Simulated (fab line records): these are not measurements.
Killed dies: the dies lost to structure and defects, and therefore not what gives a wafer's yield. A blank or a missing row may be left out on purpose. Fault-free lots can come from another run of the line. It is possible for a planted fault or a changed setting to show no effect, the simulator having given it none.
Which of the tools did it?    flow berkeley-cmos170    Sampling: 14 lots, 42 wafers, 4 of 331 route steps

WHAT EACH GAUGE READ, for each wafer
UCB170_START_BOW_MEAS_00.
lot   measured     on             INCOMING_BOW (um)
L403  day 1 10:01  film-metro-02  6 -4 5
L404  day 1 15:00  film-metro-04  3 5 -4
L405  day 1 20:02  film-metro-02  -6 -1 4
L406  day 2 01:01  film-metro-04  0 -4 0
L409  day 2 16:02  film-metro-02  4 -4 16
L410  day 2 21:02  film-metro-04  -3 -5 4
L411  day 3 02:01  film-metro-02  5 3 -6
L412  day 3 07:01  film-metro-04  15 -7 4
L413  day 3 12:01  film-metro-01  -5 6 9
L416  day 4 03:00  film-metro-02  3 5 -9
L420  day 4 23:00  film-metro-02  -13 2 12
L421  day 5 04:00  film-metro-01  -12 -3 -1
L424  day 5 19:01  film-metro-02  4 -1 -15
L425  day 6 00:00  film-metro-01  6 -1 -8

UCB170_PWELL_THK_MEAS_06.
lot   measured     on             PWELL_NITRIDE_THK (nm)
L403  day 3 03:20  film-metro-03  221.5 220.4 221.3
L404  day 3 03:19  film-metro-04  218.7 220.6 218.4
L405  day 3 09:14  film-metro-04  219.0 218.1 218.6
L406  day 3 17:16  film-metro-04  222.3 219.8 221.3
L409  day 4 03:30  film-metro-04  218.3 215.5 218.0
L410  day 4 09:29  film-metro-03  220.3 222.6 222.9
L411  day 4 15:17  film-metro-01  220.3 219.6 221.0
L412  day 5 02:02  film-metro-03  221.1 218.2 218.7
L413  day 5 06:06  film-metro-01  221.3 222.1 221.7
L416  day 5 21:34  film-metro-03  220.7 219.9 221.3
L420  day 6 15:37  film-metro-04  220.5 221.2 220.7
L421  day 6 15:37  film-metro-03  218.7 217.8 218.7
L424  day 7 13:52  film-metro-03  220.1 219.7 221.1
L425  day 7 18:54  film-metro-03  220.2 221.1 221.1

UCB170_PVT_TW_MEAS_09.
lot   measured      on             PVT_TW
L403  day 5 21:19   film-metro-04  515.5 512.0 513.2
L404  day 5 22:11   film-metro-01  511.4 509.5 509.4
L405  day 5 21:36   film-metro-04  514.7 513.1 512.6
L406  day 6 15:58   film-metro-03  508.5 507.3 507.6
L409  day 7 04:47   film-metro-01  514.6 514.0 513.6
L410  day 7 09:05   film-metro-03  507.8 509.1 509.5
L411  day 7 19:52   film-metro-01  512.2 511.8 512.8
L412  day 7 20:08   film-metro-04  515.0 516.0 513.7
L413  day 8 06:57   film-metro-03  507.5 507.3 506.3
L416  day 8 19:47   film-metro-03  505.4 504.6 508.6
L420  day 9 11:07   film-metro-03  421.4 422.4 421.0
L421  day 9 10:13   film-metro-03  424.4 424.7 423.7
L424  day 10 12:52  film-metro-01  510.6 511.1 513.1
L425  day 10 12:29  film-metro-01  512.0 513.2 512.5

WHAT TOOL EACH LOT RAN ON (gives the tool, then ch and the chambers of the sampled wafers, and finally the start)
lot   UCB170_PVT_IMPLANT_07
L403  implanter-04 ch 0, day 5 21:05
L404  implanter-04 ch 0, day 5 21:47
L405  implanter-03 ch 0, day 5 21:23
L406  implanter-03 ch 0, day 6 15:44
L409  implanter-01 ch 0, day 7 04:34
L410  implanter-03 ch 0, day 7 08:50
L411  implanter-03 ch 0, day 7 19:37
L412  implanter-04 ch 0, day 7 19:53
L413  implanter-01 ch 0, day 8 06:43
L416  implanter-03 ch 0, day 8 19:32
L420  implanter-01 ch 0, day 9 10:52
L421  implanter-01 ch 0, day 9 09:58
L424  implanter-03 ch 0, day 10 12:38
L425  implanter-04 ch 0, day 10 12:14
- UCB170_PVT_IMPLANT_07

AS READ BY THE TOOLS THEMSELVES (means over the sampled wafers that have a number; for cases with no such wafer, the mark the record gives instead)
UCB170_PVT_IMPLANT_07.
lot   tool          beam-on-s (s)  dose-ions-cm2  faraday-current-uA
L403  implanter-04  10.03          2e+12          6.33
L404  implanter-04  10.01          2e+12          6.33
L405  implanter-03  10.01          2e+12          6.32
L406  implanter-03  10.08          2e+12          6.29
L409  implanter-01  9.88           2e+12          6.43
L410  implanter-03  9.92           2e+12          6.39
L411  implanter-03  9.84           2e+12          6.46
L412  implanter-04  9.95           2e+12          6.38
L413  implanter-01  9.89           2e+12          6.42
L416  implanter-03  10.10          2e+12          6.28
L420  implanter-01  9.99           1e+12          3.49
L421  implanter-01  10.01          1e+12          3.49
L424  implanter-03  10.03          2e+12          6.34
L425  implanter-04  10.07          2e+12          6.29

THE ANSWER, worked out from the rows above alone
Rule: the usual values come from the lots themselves. Put in order of their means at a reading, lots are off if they are a third of the lots or fewer, leave a main group of 4 or more, and stand apart from it by a gap of 3 or more times the standard deviation of the main group's means; of several such gaps the widest counts. The tables above print the reading to a certain number of digits; a main group whose means all agree to those digits is not used. A lot without any number at a reading at which 4 lots or more have one is off too. The other lots that the step has rows for count as sound. First the gauges in route order, then the tools' own readings, where a lot's mean is used as printed above. At the first step where some lot is off, the reading lying furthest off is the one used; lots without a number count as furthest.
Off: L420, L421, seen at UCB170_PVT_TW_MEAS_09 (PVT_TW). Mean 511.0 and standard deviation 2.8 in the main group.
If a tool, at a process step before that reading, ran all the lots that are off and no sound lot after the first of them, it fits. Not tried: the gauges at UCB170_PVT_TW_MEAS_09; whatever is off there is also off at UCB170_PVT_IMPLANT_07, on other tools, and gauge error can't account for it. One fits: implanter-01 at UCB170_PVT_IMPLANT_07. A fault onset in the window from L413 (day 8 06:43, its last sound lot) to L421 (day 9 09:58, its first lot off) fits.
The tool's own readings at UCB170_PVT_IMPLANT_07 bear it out: on the lots that are off they differ by more than 5 times the standard deviation of the sound lots' means. dose-ions-cm2 reads 1e+12 there against 2e+12 on the sound lots; faraday-current-uA reads 3.49 there against 6.36 on the sound lots.

WHAT HAD BEEN PUT IN BY THE SIMULATOR
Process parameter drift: implanter-01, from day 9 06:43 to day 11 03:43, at UCB170_PVT_IMPLANT_07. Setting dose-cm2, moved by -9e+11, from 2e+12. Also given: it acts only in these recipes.
Shown lots that were struck: L420, L421. This agrees with what the rule above found.
